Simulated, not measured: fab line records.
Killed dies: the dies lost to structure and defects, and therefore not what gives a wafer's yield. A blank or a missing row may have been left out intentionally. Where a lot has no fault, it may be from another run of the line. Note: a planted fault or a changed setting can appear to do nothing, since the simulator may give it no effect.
fab line records :: flow rit_cmos
[record]
  lots = 7
  wafers = 21
  last_day = 8
route steps=202 shown ACTIVE@2
lots untouched by any fault: they come from a run of this same line in which no faults occurred
start_h: start of the lot's first displayed wafer, in hours after the record's first day :: wait_h: hours since the lot's step before :: " the same as in the row above :: L1.1+2: one row covering several wafers at once :: - value missing, or start not given :: * or withheld: withheld :: < > ~ a bound
route shown NAME@n: names a module that has steps shown in the file, with the first one's number in the route :: usual: the fault-free wafers' mean and standard deviation :: same: alike in all rows :: chamber/n: place in a boat :: sites: readings site by site :: _std_site: standard deviation of those values :: _edge_site: mean of outer sites minus mean of inner sites :: radius_mm: for every site, how far away it sits from the centre of the wafer :: mask NAME#n: copy n :: behind: the tool/chamber that last shaped the wafer :: hold: reason for holding the lot/hours on hold/outcome of the hold :: device: the n, p or np transistor that did not switch :: end of line: the same wafers' tests at the end of the route :: step lacking rows: just its recipe :: killed: count of dies lost to structure and defects at first sort (not the wafer's yield) :: map: per-die view of a wafer (x killed, . not killed, _ where there is no die)
set.NAME: the setting the step ran with; set.NAME@STEP: the setting that earlier step ran with :: model.NAME: the simulator's own value behind a step, which no gauge read
lots at selected steps of the route; one table per step, one row per wafer
services: the hour from which a tool's chamber was out of use, counted from the record's first day as start_h (under 0 if before that day), plus the number of hours and why
[[steps]]
[step RIT_ACTIVE_OXIDATION_01]
[recipe]
  temp_c = 1000
  ambient = O2
  target_thk_a = 468
  ox_time_s = 3360
[step RIT_ACTIVE_THK_MEAS_02]
[recipe]
  reads = SiO2_of_ACTIVE_OXIDATION_01
[usual]
  ACTIVE_OXIDE_THK = 47.1/0.86
lot.wafer: L500.1
tool: film_metro-02
chamber: -
start_h: 22.05
wait_h: 0.0
ACTIVE_OXIDE_THK[nm]: 46.5

lot.wafer: L500.4
tool: film_metro-02
chamber: -
start_h: 22.05
wait_h: 0.0
ACTIVE_OXIDE_THK[nm]: 47.5

lot.wafer: L500.5
tool: film_metro-02
chamber: -
start_h: 22.05
wait_h: 0.0
ACTIVE_OXIDE_THK[nm]: 47.4

lot.wafer: L506.3
tool: film_metro-01
chamber: -
start_h: 52.42
wait_h: 0.0
ACTIVE_OXIDE_THK[nm]: 45.1

lot.wafer: L506.4
tool: film_metro-01
chamber: -
start_h: 52.42
wait_h: 0.0
ACTIVE_OXIDE_THK[nm]: 46.4

lot.wafer: L506.5
tool: film_metro-01
chamber: -
start_h: 52.42
wait_h: 0.0
ACTIVE_OXIDE_THK[nm]: 45.2

lot.wafer: L508.1
tool: film_metro-03
chamber: -
start_h: 63.21
wait_h: 0.0
ACTIVE_OXIDE_THK[nm]: 47.8

lot.wafer: L508.3
tool: film_metro-03
chamber: -
start_h: 63.21
wait_h: 0.0
ACTIVE_OXIDE_THK[nm]: 47.6

lot.wafer: L508.6
tool: film_metro-03
chamber: -
start_h: 63.21
wait_h: 0.0
ACTIVE_OXIDE_THK[nm]: 47.6

lot.wafer: L509.1
tool: film_metro-02
chamber: -
start_h: 67.50
wait_h: 0.0
ACTIVE_OXIDE_THK[nm]: 47.5

lot.wafer: L509.2
tool: film_metro-02
chamber: -
start_h: 67.50
wait_h: 0.0
ACTIVE_OXIDE_THK[nm]: 47.6

lot.wafer: L509.6
tool: film_metro-02
chamber: -
start_h: 67.50
wait_h: 0.0
ACTIVE_OXIDE_THK[nm]: 47.8

lot.wafer: L512.1
tool: film_metro-01
chamber: -
start_h: 83.13
wait_h: 0.0
ACTIVE_OXIDE_THK[nm]: 46.7

lot.wafer: L512.5
tool: film_metro-01
chamber: -
start_h: 83.13
wait_h: 0.0
ACTIVE_OXIDE_THK[nm]: 47.4

lot.wafer: L512.6
tool: film_metro-01
chamber: -
start_h: 83.13
wait_h: 0.0
ACTIVE_OXIDE_THK[nm]: 47.6

lot.wafer: L520.2
tool: film_metro-03
chamber: -
start_h: 125.83
wait_h: 0.0
ACTIVE_OXIDE_THK[nm]: 46.2

lot.wafer: L520.5
tool: film_metro-03
chamber: -
start_h: 125.83
wait_h: 0.0
ACTIVE_OXIDE_THK[nm]: 45.6

lot.wafer: L520.6
tool: film_metro-03
chamber: -
start_h: 125.83
wait_h: 0.0
ACTIVE_OXIDE_THK[nm]: 46.6

lot.wafer: L521.1
tool: film_metro-03
chamber: -
start_h: 132.84
wait_h: 0.0
ACTIVE_OXIDE_THK[nm]: 46.4

lot.wafer: L521.2
tool: film_metro-03
chamber: -
start_h: 132.84
wait_h: 0.0
ACTIVE_OXIDE_THK[nm]: 46.7

lot.wafer: L521.6
tool: film_metro-03
chamber: -
start_h: 132.84
wait_h: 0.0
ACTIVE_OXIDE_THK[nm]: 47.0
[step RIT_ACTIVE_CVD_03]
[recipe]
  material = Si3N4
  target_thk_nm = 150
  temp_c = 810
  precursor = SiH2Cl2/NH3
  time_s = 1500
  pressure_mtorr = 300
  sih2cl2_flow_sccm = 60
  nh3_flow_sccm = 150
[step RIT_ACTIVE_THK_MEAS_04]
[recipe]
  reads = Si3N4_of_ACTIVE_CVD_03
[usual]
  ACTIVE_NITRIDE_THK = 150.4/1.4
lot.wafer: L500.1
tool: film_metro-01
chamber: -
start_h: 23.53
wait_h: 0.0
ACTIVE_NITRIDE_THK[nm]: 146.7

lot.wafer: L500.4
tool: film_metro-01
chamber: -
start_h: 23.53
wait_h: 0.0
ACTIVE_NITRIDE_THK[nm]: 148.0

lot.wafer: L500.5
tool: film_metro-01
chamber: -
start_h: 23.53
wait_h: 0.0
ACTIVE_NITRIDE_THK[nm]: 148.9

lot.wafer: L506.3
tool: film_metro-02
chamber: -
start_h: 53.90
wait_h: 0.0
ACTIVE_NITRIDE_THK[nm]: 150.0

lot.wafer: L506.4
tool: film_metro-02
chamber: -
start_h: 53.90
wait_h: 0.0
ACTIVE_NITRIDE_THK[nm]: 151.2

lot.wafer: L506.5
tool: film_metro-02
chamber: -
start_h: 53.90
wait_h: 0.0
ACTIVE_NITRIDE_THK[nm]: 150.7

lot.wafer: L508.1
tool: film_metro-02
chamber: -
start_h: 64.68
wait_h: 0.0
ACTIVE_NITRIDE_THK[nm]: 149.7

lot.wafer: L508.3
tool: film_metro-02
chamber: -
start_h: 64.68
wait_h: 0.0
ACTIVE_NITRIDE_THK[nm]: 149.2

lot.wafer: L508.6
tool: film_metro-02
chamber: -
start_h: 64.68
wait_h: 0.0
ACTIVE_NITRIDE_THK[nm]: 150.0

lot.wafer: L509.1
tool: film_metro-01
chamber: -
start_h: 68.98
wait_h: 0.0
ACTIVE_NITRIDE_THK[nm]: 153.0

lot.wafer: L509.2
tool: film_metro-01
chamber: -
start_h: 68.98
wait_h: 0.0
ACTIVE_NITRIDE_THK[nm]: 152.1

lot.wafer: L509.6
tool: film_metro-01
chamber: -
start_h: 68.98
wait_h: 0.0
ACTIVE_NITRIDE_THK[nm]: 153.3

lot.wafer: L512.1
tool: film_metro-02
chamber: -
start_h: 84.60
wait_h: 0.0
ACTIVE_NITRIDE_THK[nm]: 150.6

lot.wafer: L512.5
tool: film_metro-02
chamber: -
start_h: 84.60
wait_h: 0.0
ACTIVE_NITRIDE_THK[nm]: 152.7

lot.wafer: L512.6
tool: film_metro-02
chamber: -
start_h: 84.60
wait_h: 0.0
ACTIVE_NITRIDE_THK[nm]: 151.6

lot.wafer: L520.2
tool: film_metro-02
chamber: -
start_h: 127.31
wait_h: 0.0
ACTIVE_NITRIDE_THK[nm]: 150.5

lot.wafer: L520.5
tool: film_metro-02
chamber: -
start_h: 127.31
wait_h: 0.0
ACTIVE_NITRIDE_THK[nm]: 151.3

lot.wafer: L520.6
tool: film_metro-02
chamber: -
start_h: 127.31
wait_h: 0.0
ACTIVE_NITRIDE_THK[nm]: 151.0

lot.wafer: L521.1
tool: film_metro-03
chamber: -
start_h: 134.31
wait_h: 0.0
ACTIVE_NITRIDE_THK[nm]: 151.7

lot.wafer: L521.2
tool: film_metro-03
chamber: -
start_h: 134.31
wait_h: 0.0
ACTIVE_NITRIDE_THK[nm]: 151.6

lot.wafer: L521.6
tool: film_metro-03
chamber: -
start_h: 134.31
wait_h: 0.0
ACTIVE_NITRIDE_THK[nm]: 151.9
[step RIT_ACTIVE_HMDS_05]
[recipe]
  prime_time_s = 60
  prime_temp_c = 140
[step RIT_ACTIVE_COAT_06]
[recipe]
  resist = NOVOLAK
  spin_rpm = 3250
  resist_thk_nm = 1000
[step RIT_ACTIVE_SOFTBAKE_07]
[recipe]
  resist = NOVOLAK
  temp_c = 90
  time_s = 60
[step RIT_ACTIVE_EXPOSE_08]
[recipe]
  mask_id = M1
  na = 0.6
  source_shape = conventional
  sigma_outer = 0.6
  target_cd_nm = 1400
  dose_mj = 225
[step RIT_ACTIVE_PEB_09]
[recipe]
  resist = NOVOLAK
  temp_c = withheld
  time_s = withheld
[step RIT_ACTIVE_DEVELOP_10]
[recipe]
  resist = NOVOLAK
  develop_time_s = 50
  dev_temp_c = 23
[step RIT_ACTIVE_CD_MEAS_11]
[recipe]
  target_cd_nm = 1400
[usual]
  cd_nm = 1399.4/2.3
lot.wafer: L500.1
tool: cd_sem-01
chamber: -
start_h: 24.47
wait_h: -
cd_nm: 1401.5

lot.wafer: L500.4
tool: cd_sem-01
chamber: -
start_h: 24.47
wait_h: -
cd_nm: 1403.0

lot.wafer: L500.5
tool: cd_sem-01
chamber: -
start_h: 24.47
wait_h: -
cd_nm: 1403.2

lot.wafer: L506.3
tool: cd_sem-01
chamber: -
start_h: 54.95
wait_h: -
cd_nm: 1397.6

lot.wafer: L506.4
tool: cd_sem-01
chamber: -
start_h: 54.95
wait_h: -
cd_nm: 1397.9

lot.wafer: L506.5
tool: cd_sem-01
chamber: -
start_h: 54.95
wait_h: -
cd_nm: 1399.9

lot.wafer: L508.1
tool: cd_sem-01
chamber: -
start_h: 65.59
wait_h: -
cd_nm: 1396.4

lot.wafer: L508.3
tool: cd_sem-01
chamber: -
start_h: 65.59
wait_h: -
cd_nm: 1398.4

lot.wafer: L508.6
tool: cd_sem-01
chamber: -
start_h: 65.59
wait_h: -
cd_nm: 1395.9

lot.wafer: L509.1
tool: cd_sem-01
chamber: -
start_h: 69.89
wait_h: -
cd_nm: 1400.3

lot.wafer: L509.2
tool: cd_sem-01
chamber: -
start_h: 69.89
wait_h: -
cd_nm: 1402.5

lot.wafer: L509.6
tool: cd_sem-01
chamber: -
start_h: 69.89
wait_h: -
cd_nm: 1400.1

lot.wafer: L512.1
tool: cd_sem-02
chamber: -
start_h: 85.64
wait_h: -
cd_nm: 1402.8

lot.wafer: L512.5
tool: cd_sem-02
chamber: -
start_h: 85.64
wait_h: -
cd_nm: 1403.4

lot.wafer: L512.6
tool: cd_sem-02
chamber: -
start_h: 85.64
wait_h: -
cd_nm: 1403.9

lot.wafer: L520.2
tool: cd_sem-02
chamber: -
start_h: 128.23
wait_h: -
cd_nm: 1396.2

lot.wafer: L520.5
tool: cd_sem-02
chamber: -
start_h: 128.23
wait_h: -
cd_nm: 1394.9

lot.wafer: L520.6
tool: cd_sem-02
chamber: -
start_h: 128.23
wait_h: -
cd_nm: 1397.0

lot.wafer: L521.1
tool: cd_sem-02
chamber: -
start_h: 135.49
wait_h: -
cd_nm: 1399.1

lot.wafer: L521.2
tool: cd_sem-02
chamber: -
start_h: 135.49
wait_h: -
cd_nm: 1397.5

lot.wafer: L521.6
tool: cd_sem-02
chamber: -
start_h: 135.49
wait_h: -
cd_nm: 1396.0
[step RIT_ACTIVE_HARDBAKE_12]
[recipe]
  resist = NOVOLAK
  temp_c = 140
  time_s = 60
[step RIT_ACTIVE_ETCH_13]
[recipe]
  stop_on = SiO2
  chemistry = SF6
  target = Si3N4
  time_s = 210
  over_etch_frac = 0.4
  SF6_flow_sccm = 200
  pressure_mtorr = 260
  rf_w = 125
  target_depth_a = 2100
[usual]
  drypump_motor_current_A = 5.8/0.48
  oes_product_au = 0.825/0.011
  rf_fwd_power_W = 124.7/0.41
  throttle_valve_pct = 7.53/0.084
lot.wafer: L500.1
tool: rie_diel-03
chamber: 2
start_h: 24.74
wait_h: 0.1
drypump_motor_current_A: 5.9
oes_product_au: 0.810
rf_fwd_power_W: 124.1
rf_hours_counter_h: 160
throttle_valve_pct: 7.61
model.NOVOLAK_of_ACTIVE_COAT_06.thk_nm: 668.1
model.SiO2_of_ACTIVE_OXIDATION_01.thk_nm: 46.45
model.ACTIVE.feature_depth_nm: 146.7

lot.wafer: L500.4
tool: rie_diel-03
chamber: 0
start_h: 24.74
wait_h: 0.1
drypump_motor_current_A: 5.5
oes_product_au: 0.814
rf_fwd_power_W: 124.8
rf_hours_counter_h: 112
throttle_valve_pct: 7.61
model.NOVOLAK_of_ACTIVE_COAT_06.thk_nm: 661.5
model.SiO2_of_ACTIVE_OXIDATION_01.thk_nm: 45.95
model.ACTIVE.feature_depth_nm: 149.5

lot.wafer: L500.5
tool: rie_diel-03
chamber: 3
start_h: 24.74
wait_h: 0.1
drypump_motor_current_A: 6.2
oes_product_au: 0.842
rf_fwd_power_W: 125.2
rf_hours_counter_h: -
throttle_valve_pct: 7.58
model.NOVOLAK_of_ACTIVE_COAT_06.thk_nm: 652
model.SiO2_of_ACTIVE_OXIDATION_01.thk_nm: 45.37
model.ACTIVE.feature_depth_nm: 150.8

lot.wafer: L506.3
tool: rie_diel-01
chamber: 2
start_h: 55.18
wait_h: 0.1
drypump_motor_current_A: 5.0
oes_product_au: 0.825
rf_fwd_power_W: 174.8
rf_hours_counter_h: 5
throttle_valve_pct: 7.47
model.NOVOLAK_of_ACTIVE_COAT_06.thk_nm: 549.6
model.SiO2_of_ACTIVE_OXIDATION_01.thk_nm: 0
model.ACTIVE.feature_depth_nm: 195.2

lot.wafer: L506.4
tool: rie_diel-01
chamber: 3
start_h: 55.18
wait_h: 0.1
drypump_motor_current_A: 5.8
oes_product_au: 0.829
rf_fwd_power_W: 173.9
rf_hours_counter_h: 54
throttle_valve_pct: 7.55
model.NOVOLAK_of_ACTIVE_COAT_06.thk_nm: 552.5
model.SiO2_of_ACTIVE_OXIDATION_01.thk_nm: 0
model.ACTIVE.feature_depth_nm: 197.6

lot.wafer: L506.5
tool: rie_diel-01
chamber: 1
start_h: 55.18
wait_h: 0.1
drypump_motor_current_A: 6.3
oes_product_au: 0.843
rf_fwd_power_W: 174.2
rf_hours_counter_h: -
throttle_valve_pct: 7.40
model.NOVOLAK_of_ACTIVE_COAT_06.thk_nm: 559.5
model.SiO2_of_ACTIVE_OXIDATION_01.thk_nm: 0
model.ACTIVE.feature_depth_nm: 195.9

lot.wafer: L508.1
tool: rie_diel-01
chamber: 1
start_h: 65.86
wait_h: 0.1
drypump_motor_current_A: 6.3
oes_product_au: 0.844
rf_fwd_power_W: 174.9
rf_hours_counter_h: 92
throttle_valve_pct: 7.42
model.NOVOLAK_of_ACTIVE_COAT_06.thk_nm: 555
model.SiO2_of_ACTIVE_OXIDATION_01.thk_nm: 0
model.ACTIVE.feature_depth_nm: 197.4

lot.wafer: L508.3
tool: rie_diel-01
chamber: 3
start_h: 65.86
wait_h: 0.1
drypump_motor_current_A: 5.8
oes_product_au: 0.820
rf_fwd_power_W: 174.0
rf_hours_counter_h: 54
throttle_valve_pct: 7.54
model.NOVOLAK_of_ACTIVE_COAT_06.thk_nm: 548.3
model.SiO2_of_ACTIVE_OXIDATION_01.thk_nm: 0
model.ACTIVE.feature_depth_nm: 196.8

lot.wafer: L508.6
tool: rie_diel-01
chamber: 0
start_h: 65.86
wait_h: 0.1
drypump_motor_current_A: 6.4
oes_product_au: 0.828
rf_fwd_power_W: 174.1
rf_hours_counter_h: -
throttle_valve_pct: 7.54
model.NOVOLAK_of_ACTIVE_COAT_06.thk_nm: 555.5
model.SiO2_of_ACTIVE_OXIDATION_01.thk_nm: 0
model.ACTIVE.feature_depth_nm: 197.5

lot.wafer: L509.1
tool: rie_diel-01
chamber: 1
start_h: 70.16
wait_h: 0.1
drypump_motor_current_A: 6.3
oes_product_au: 0.848
rf_fwd_power_W: 174.8
rf_hours_counter_h: 92
throttle_valve_pct: 7.41
model.NOVOLAK_of_ACTIVE_COAT_06.thk_nm: 558.2
model.SiO2_of_ACTIVE_OXIDATION_01.thk_nm: 0
model.ACTIVE.feature_depth_nm: 200.3

lot.wafer: L509.2
tool: rie_diel-01
chamber: 2
start_h: 70.16
wait_h: 0.1
drypump_motor_current_A: 5.0
oes_product_au: 0.835
rf_fwd_power_W: 175.3
rf_hours_counter_h: 5
throttle_valve_pct: 7.47
model.NOVOLAK_of_ACTIVE_COAT_06.thk_nm: 554.2
model.SiO2_of_ACTIVE_OXIDATION_01.thk_nm: 0
model.ACTIVE.feature_depth_nm: 199.7

lot.wafer: L509.6
tool: rie_diel-01
chamber: 3
start_h: 70.16
wait_h: 0.1
drypump_motor_current_A: 5.8
oes_product_au: 0.836
rf_fwd_power_W: 174.4
rf_hours_counter_h: -
throttle_valve_pct: 7.56
model.NOVOLAK_of_ACTIVE_COAT_06.thk_nm: 553.4
model.SiO2_of_ACTIVE_OXIDATION_01.thk_nm: 0
model.ACTIVE.feature_depth_nm: 201.1

lot.wafer: L512.1
tool: rie_diel-03
chamber: 2
start_h: 85.91
wait_h: 0.1
drypump_motor_current_A: 5.9
oes_product_au: 0.823
rf_fwd_power_W: 123.8
rf_hours_counter_h: 162
throttle_valve_pct: 7.62
model.NOVOLAK_of_ACTIVE_COAT_06.thk_nm: 667.4
model.SiO2_of_ACTIVE_OXIDATION_01.thk_nm: 46.72
model.ACTIVE.feature_depth_nm: 150.7

lot.wafer: L512.5
tool: rie_diel-03
chamber: 2
start_h: 85.91
wait_h: 0.1
drypump_motor_current_A: 5.9
oes_product_au: 0.825
rf_fwd_power_W: 124.0
rf_hours_counter_h: -
throttle_valve_pct: 7.62
model.NOVOLAK_of_ACTIVE_COAT_06.thk_nm: 664.9
model.SiO2_of_ACTIVE_OXIDATION_01.thk_nm: 47.43
model.ACTIVE.feature_depth_nm: 152.6

lot.wafer: L512.6
tool: rie_diel-03
chamber: 0
start_h: 85.91
wait_h: 0.1
drypump_motor_current_A: 5.5
oes_product_au: 0.833
rf_fwd_power_W: 124.7
rf_hours_counter_h: -
throttle_valve_pct: 7.62
model.NOVOLAK_of_ACTIVE_COAT_06.thk_nm: 655.3
model.SiO2_of_ACTIVE_OXIDATION_01.thk_nm: 46.09
model.ACTIVE.feature_depth_nm: 153.1

lot.wafer: L520.2
tool: rie_diel-03
chamber: 0
start_h: 128.48
wait_h: 0.1
drypump_motor_current_A: 5.5
oes_product_au: 0.825
rf_fwd_power_W: 124.4
rf_hours_counter_h: 113
throttle_valve_pct: 7.61
model.NOVOLAK_of_ACTIVE_COAT_06.thk_nm: 653.5
model.SiO2_of_ACTIVE_OXIDATION_01.thk_nm: 44.61
model.ACTIVE.feature_depth_nm: 152

lot.wafer: L520.5
tool: rie_diel-03
chamber: 0
start_h: 128.48
wait_h: 0.1
drypump_motor_current_A: 5.5
oes_product_au: 0.832
rf_fwd_power_W: 124.0
rf_hours_counter_h: -
throttle_valve_pct: 7.62
model.NOVOLAK_of_ACTIVE_COAT_06.thk_nm: 653.8
model.SiO2_of_ACTIVE_OXIDATION_01.thk_nm: 44.11
model.ACTIVE.feature_depth_nm: 152.8

lot.wafer: L520.6
tool: rie_diel-03
chamber: 3
start_h: 128.48
wait_h: 0.1
drypump_motor_current_A: 6.2
oes_product_au: 0.842
rf_fwd_power_W: 124.1
rf_hours_counter_h: -
throttle_valve_pct: 7.57
model.NOVOLAK_of_ACTIVE_COAT_06.thk_nm: 648.4
model.SiO2_of_ACTIVE_OXIDATION_01.thk_nm: 44.54
model.ACTIVE.feature_depth_nm: 152.9

lot.wafer: L521.1
tool: rie_diel-01
chamber: 2
start_h: 135.76
wait_h: 0.1
drypump_motor_current_A: 5.1
oes_product_au: 0.840
rf_fwd_power_W: 124.7
rf_hours_counter_h: 6
throttle_valve_pct: 7.49
model.NOVOLAK_of_ACTIVE_COAT_06.thk_nm: 648.7
model.SiO2_of_ACTIVE_OXIDATION_01.thk_nm: 44.91
model.ACTIVE.feature_depth_nm: 153.2

lot.wafer: L521.2
tool: rie_diel-01
chamber: 1
start_h: 135.76
wait_h: 0.1
drypump_motor_current_A: 6.4
oes_product_au: 0.844
rf_fwd_power_W: 124.4
rf_hours_counter_h: 93
throttle_valve_pct: 7.41
model.NOVOLAK_of_ACTIVE_COAT_06.thk_nm: 652.8
model.SiO2_of_ACTIVE_OXIDATION_01.thk_nm: 46.15
model.ACTIVE.feature_depth_nm: 152.1

lot.wafer: L521.6
tool: rie_diel-01
chamber: 1
start_h: 135.76
wait_h: 0.1
drypump_motor_current_A: 6.4
oes_product_au: 0.848
rf_fwd_power_W: 124.7
rf_hours_counter_h: -
throttle_valve_pct: 7.40
model.NOVOLAK_of_ACTIVE_COAT_06.thk_nm: 654.1
model.SiO2_of_ACTIVE_OXIDATION_01.thk_nm: 46.44
model.ACTIVE.feature_depth_nm: 152.5
[step RIT_ACTIVE_STRIP_14]
[recipe]
  chemistry = O2
  time_s = 180
  resist = NOVOLAK
  platen_temp_c = withheld
  power_w = 500
  pressure_mtorr = 4000
  o2_flow_sccm = 4000
[usual]
  drypump_motor_current_A = 5.8/0.41
lot.wafer: L500.1
tool: plasma_asher-01
chamber: 1
start_h: 24.87
wait_h: 0.1
drypump_motor_current_A: 6.0
rf_hours_counter_h: 37

lot.wafer: L500.4
tool: plasma_asher-01
chamber: 0
start_h: 24.87
wait_h: 0.1
drypump_motor_current_A: 5.4
rf_hours_counter_h: -

lot.wafer: L500.5
tool: plasma_asher-01
chamber: 0
start_h: 24.87
wait_h: 0.1
drypump_motor_current_A: 5.4
rf_hours_counter_h: -

lot.wafer: L506.3
tool: plasma_asher-01
chamber: 1
start_h: 55.38
wait_h: 0.1
drypump_motor_current_A: 6.0
rf_hours_counter_h: -

lot.wafer: L506.4
tool: plasma_asher-01
chamber: 0
start_h: 55.38
wait_h: 0.1
drypump_motor_current_A: 5.4
rf_hours_counter_h: -

lot.wafer: L506.5
tool: plasma_asher-01
chamber: 0
start_h: 55.38
wait_h: 0.1
drypump_motor_current_A: 5.4
rf_hours_counter_h: -

lot.wafer: L508.1
tool: plasma_asher-01
chamber: 0
start_h: 66.00
wait_h: 0.1
drypump_motor_current_A: 5.4
rf_hours_counter_h: 43

lot.wafer: L508.3
tool: plasma_asher-01
chamber: 0
start_h: 66.00
wait_h: 0.1
drypump_motor_current_A: 5.4
rf_hours_counter_h: -

lot.wafer: L508.6
tool: plasma_asher-01
chamber: 1
start_h: 66.00
wait_h: 0.1
drypump_motor_current_A: 5.9
rf_hours_counter_h: -

lot.wafer: L509.1
tool: plasma_asher-01
chamber: 0
start_h: 70.29
wait_h: 0.1
drypump_motor_current_A: 5.4
rf_hours_counter_h: 43

lot.wafer: L509.2
tool: plasma_asher-01
chamber: 1
start_h: 70.29
wait_h: 0.1
drypump_motor_current_A: 5.9
rf_hours_counter_h: 43

lot.wafer: L509.6
tool: plasma_asher-01
chamber: 0
start_h: 70.29
wait_h: 0.1
drypump_motor_current_A: 5.4
rf_hours_counter_h: -

lot.wafer: L512.1
tool: plasma_asher-01
chamber: 1
start_h: 86.04
wait_h: 0.1
drypump_motor_current_A: 6.0
rf_hours_counter_h: 45

lot.wafer: L512.5
tool: plasma_asher-01
chamber: 0
start_h: 86.04
wait_h: 0.1
drypump_motor_current_A: 5.4
rf_hours_counter_h: -

lot.wafer: L512.6
tool: plasma_asher-01
chamber: 1
start_h: 86.04
wait_h: 0.1
drypump_motor_current_A: 6.0
rf_hours_counter_h: -

lot.wafer: L520.2
tool: plasma_asher-01
chamber: 0
start_h: 128.61
wait_h: 0.1
drypump_motor_current_A: 5.4
rf_hours_counter_h: 1

lot.wafer: L520.5
tool: plasma_asher-01
chamber: 0
start_h: 128.61
wait_h: 0.1
drypump_motor_current_A: 5.4
rf_hours_counter_h: -

lot.wafer: L520.6
tool: plasma_asher-01
chamber: 1
start_h: 128.61
wait_h: 0.1
drypump_motor_current_A: 5.9
rf_hours_counter_h: -

lot.wafer: L521.1
tool: plasma_asher-01
chamber: 1
start_h: 135.89
wait_h: 0.1
drypump_motor_current_A: 6.0
rf_hours_counter_h: 2

lot.wafer: L521.2
tool: plasma_asher-01
chamber: 0
start_h: 135.89
wait_h: 0.1
drypump_motor_current_A: 5.4
rf_hours_counter_h: 2

lot.wafer: L521.6
tool: plasma_asher-01
chamber: 1
start_h: 135.89
wait_h: 0.1
drypump_motor_current_A: 6.0
rf_hours_counter_h: -
[[services]]
tool: rie_diel-01
chamber: -
start_h: 2.34
hours: 2.8
kind: pm

tool: rie_diel-03
chamber: 3
start_h: 58.70
hours: 7.6
kind: repair

tool: rie_diel-03
chamber: -
start_h: 62.19
hours: 4.3
kind: pm

tool: rie_diel-03
chamber: 1
start_h: 81.59
hours: 80.9
kind: repair

tool: plasma_asher-01
chamber: -
start_h: 108.75
hours: 9.0
kind: pm

tool: plasma_asher-01
chamber: 0
start_h: 108.75
hours: 9.0
kind: vent_cycle

tool: plasma_asher-01
chamber: 1
start_h: 108.75
hours: 9.0
kind: vent_cycle

tool: rie_diel-03
chamber: 0
start_h: 113.14
hours: 5.3
kind: repair

tool: plasma_asher-01
chamber: 0
start_h: 117.75
hours: -
kind: clean

tool: plasma_asher-01
chamber: 1
start_h: 117.75
hours: -
kind: clean
[[key]]
[first_sign]
  step = RIT_ACTIVE_ETCH_13
  reading = rf_fwd_power_W
  direction = up
  sigmas = 99+
  usual = 124.7
  struck = 174.5
effect none on later readings
[model_effect]
  step = RIT_ACTIVE_ETCH_13
  value = NOVOLAK_of_ACTIVE_COAT_06.thk_nm
  without = 648.2
  struck = 554
met_at RIT_ACTIVE_ETCH_13
struck_wafers L506.3,L506.4,L506.5,L508.1,L508.3,L508.6,L509.1,L509.2,L509.6
later_rows_left_out L506.3,L506.4,L506.5,L508.1,L508.3,L508.6,L509.1,L509.2,L509.6
sort_left_out L506.3,L506.4,L506.5,L508.1,L508.3,L508.6,L509.1,L509.2,L509.6
tester_left_out L506,L508,L509
[fault]
  kind = process_parameter_drift
  tool = rie_diel-01
  chamber = -
  onset_h = 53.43
  steps = RIT_ACTIVE_ETCH_13
  channel = rf_w
  offset = 50
  shape = step
  end_h = 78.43
  acts_in = these_recipes_only
  stated = 125
// tester_left_out: of these lots the tester's yield and bins aren't shown, on N5 and GAA mostly nor the transistor test; their killed dies are dies lost to structure and defects alone, not to doping, threshold or leakage, so they don't give the yield
// sort_left_out: the simulated sort isn't trusted on such a fault, so these wafers' sort isn't shown, and their yield isn't known
// later_rows_left_out: the simulator's readings of these wafers behind a module that went badly wrong aren't trusted and aren't shown, but for the sort
